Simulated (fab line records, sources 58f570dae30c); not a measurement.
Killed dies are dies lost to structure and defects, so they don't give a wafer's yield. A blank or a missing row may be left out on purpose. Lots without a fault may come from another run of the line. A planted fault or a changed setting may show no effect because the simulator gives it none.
Which tool did it? | flow berkeley_cmos170 | 14 lots, 42 wafers sampled, at 5 steps of a route of 331

WHAT THE GAUGES READ, wafer by wafer
UCB170_PLDD_TW_MEAS_11. Usual: PLDD_TW 1011, standard deviation 8.5.
lot  | measured     | on            | PLDD_TW        | flag
L695 | day 6 01:04  | film_metro-02 | 1022 1014 1019 |
L696 | day 6 01:42  | film_metro-02 | 1020 1024 1021 |
L699 | day 7 01:40  | film_metro-03 | 1005 1006 998  |
L698 | day 7 01:53  | film_metro-03 | 1005 1007 1004 |
L700 | day 7 02:27  | film_metro-02 | 1020 1022 1025 |
L701 | day 8 02:21  | film_metro-03 | 1012 1013 1008 |
L702 | day 8 02:38  | film_metro-03 | 1009 1011 1011 |
L705 | day 8 06:47  | film_metro-01 | 1007 1004 1003 |
L706 | day 8 11:58  | film_metro-03 | 1011 1017 1009 |
L707 | day 8 12:46  | film_metro-02 | 1161 1160 1161 | OFF
L708 | day 9 04:18  | film_metro-02 | 1021 1018 1022 |
L712 | day 10 03:47 | film_metro-02 | 1149 1143 1145 | OFF
L716 | day 10 19:01 | film_metro-01 | 996 997 997    |
L718 | day 11 15:23 | film_metro-01 | 990 994 994    |

UCB170_SPACER_THK_MEAS_01. Usual: SPACER_TEOS_THK 376 nm, standard deviation 4.4.
lot  | measured     | on            | SPACER_TEOS_THK (nm) | flag
L695 | day 6 03:37  | film_metro-01 | 370 370 378          |
L696 | day 6 04:22  | film_metro-04 | 377 377 380          |
L699 | day 7 04:33  | film_metro-04 | 372 379 376          |
L698 | day 7 04:56  | film_metro-01 | 376 370 380          |
L700 | day 7 05:16  | film_metro-04 | 367 368 377          |
L701 | day 8 04:27  | film_metro-04 | 369 377 377          |
L702 | day 8 04:43  | film_metro-03 | 374 374 376          |
L705 | day 8 09:30  | film_metro-03 | 381 374 375          |
L706 | day 8 14:02  | film_metro-04 | 378 372 375          |
L707 | day 8 15:05  | film_metro-01 | 370 378 381          |
L708 | day 9 06:49  | film_metro-01 | 377 376 383          |
L712 | day 10 06:08 | film_metro-04 | 373 378 382          |
L716 | day 10 21:06 | film_metro-01 | 378 380 379          |
L718 | day 11 18:10 | film_metro-04 | 376 376 379          |

UCB170_NSD_CD_MEAS_06: target cd 1200 nm. Usual: cd_nm 1200.3 nm, standard deviation 1.6.
lot  | measured     | on        | cd_nm (nm)           | flag
L695 | day 6 14:57  | cd_sem-02 | 1201.7 1200.3 1201.3 |
L696 | day 6 15:12  | cd_sem-01 | 1202.2 1201.7 1201.3 |
L699 | day 7 11:19  | cd_sem-02 | 1201.4 1201.2 1200.8 |
L698 | day 7 11:46  | cd_sem-01 | 1199.8 1200.0 1200.0 |
L700 | day 7 11:31  | cd_sem-01 | 1201.4 1199.8 1201.4 |
L701 | day 8 12:06  | cd_sem-02 | 1197.1 1197.2 1195.6 |
L702 | day 8 12:12  | cd_sem-02 | 1197.8 1198.5 1197.6 |
L705 | day 8 16:26  | cd_sem-02 | 1198.2 1198.2 1197.5 |
L706 | day 8 22:20  | cd_sem-01 | 1198.2 1198.6 1199.9 |
L707 | day 8 22:38  | cd_sem-02 | 1200.9 1200.6 1200.0 |
L708 | day 9 17:20  | cd_sem-01 | 1200.0 1199.7 1200.2 |
L712 | day 10 14:58 | cd_sem-01 | 1200.4 1199.9 1200.9 |
L716 | day 11 08:23 | cd_sem-02 | 1199.4 1200.9 1198.9 |
L718 | day 12 05:35 | cd_sem-02 | 1200.1 1198.1 1200.6 |

UCB170_SDANNEAL_RS_MEAS_04: measures by four-point-probe. Usual: PLDD_RS 1031.5 ohm/sq, standard deviation 2.9.
lot  | measured     | on            | PLDD_RS (ohm/sq)     | flag
L695 | day 6 16:43  | film_metro-03 | 1036.3 1034.8 1035.8 |
L696 | day 6 16:58  | film_metro-02 | 1027.2 1028.3 1032.6 |
L699 | day 7 13:35  | film_metro-03 | 1035.0 1033.7 1033.2 |
L698 | day 7 14:17  | film_metro-03 | 1029.8 1026.5 1030.1 |
L700 | day 7 13:54  | film_metro-01 | 1032.3 1028.6 1031.4 |
L701 | day 8 13:50  | film_metro-03 | 1032.3 1029.6 1030.6 |
L702 | day 8 14:04  | film_metro-01 | 1035.2 1033.9 1032.3 |
L705 | day 8 18:10  | film_metro-01 | 1032.3 1033.3 1031.5 |
L706 | day 9 00:05  | film_metro-01 | 1032.5 1028.2 1035.5 |
L707 | day 9 00:35  | film_metro-03 | 754.8 756.0 756.8    | OFF
L708 | day 9 19:05  | film_metro-02 | 1035.9 1034.7 1037.2 |
L712 | day 10 16:45 | film_metro-03 | 752.9 754.8 756.0    | OFF
L716 | day 11 10:07 | film_metro-02 | 1031.6 1032.2 1032.6 |
L718 | day 12 10:14 | film_metro-03 | 1034.4 1031.2 1032.2 |

WHICH TOOL RAN EACH LOT (tool, then ch and the chambers of the sampled wafers, then the start)
lot  | UCB170_PLDD_IMPLANT_08
L695 | implanter-01 ch 0, day 6 00:40
L696 | implanter-03 ch 0, day 6 01:18
L699 | implanter-03 ch 0, day 7 01:17
L698 | implanter-01 ch 0, day 7 01:29
L700 | implanter-04 ch 0, day 7 02:03
L701 | implanter-04 ch 0, day 8 01:58
L702 | implanter-01 ch 0, day 8 02:14
L705 | implanter-03 ch 0, day 8 06:26
L706 | implanter-01 ch 0, day 8 11:34
L707 | implanter-04 ch 0, day 8 11:55
L708 | implanter-01 ch 0, day 9 03:55
L712 | implanter-03 ch 0, day 10 03:05
L716 | implanter-03 ch 0, day 10 18:37
L718 | implanter-03 ch 0, day 11 15:01
- UCB170_PLDD_IMPLANT_08

WHAT THE TOOLS THEMSELVES READ (means of the sampled wafers that have a number; where no wafer has one, the mark that the record gives instead)
The record holds no such reading with a usual standard deviation.

THE ANSWER, worked out from the rows above alone
Rule: a lot is off if the mean of its wafers that have a number lies more than 3 standard deviations from the usual mean. A lot without any number at a reading at which 4 lots or more have one is off too. The other lots that the step has rows for count as sound. The gauges are gone through in route order, then the tools' own readings, and for those a lot's mean is taken as printed above. The first step at which some lot is off is used, and at that step the reading that is off furthest; a lot without a number counts as furthest.
Off: L707, L712, at UCB170_PLDD_TW_MEAS_11 (PLDD_TW).
A tool fits if, at a process step before that reading, it ran every lot that is off, and no sound lot after the first of them. The gauges at UCB170_PLDD_TW_MEAS_11 aren't tried: what is off there is off at UCB170_SDANNEAL_RS_MEAS_04 too, on other tools, and a gauge's error can't cause that. None of those tried fits.

WHAT THE SIMULATOR HAD PUT IN
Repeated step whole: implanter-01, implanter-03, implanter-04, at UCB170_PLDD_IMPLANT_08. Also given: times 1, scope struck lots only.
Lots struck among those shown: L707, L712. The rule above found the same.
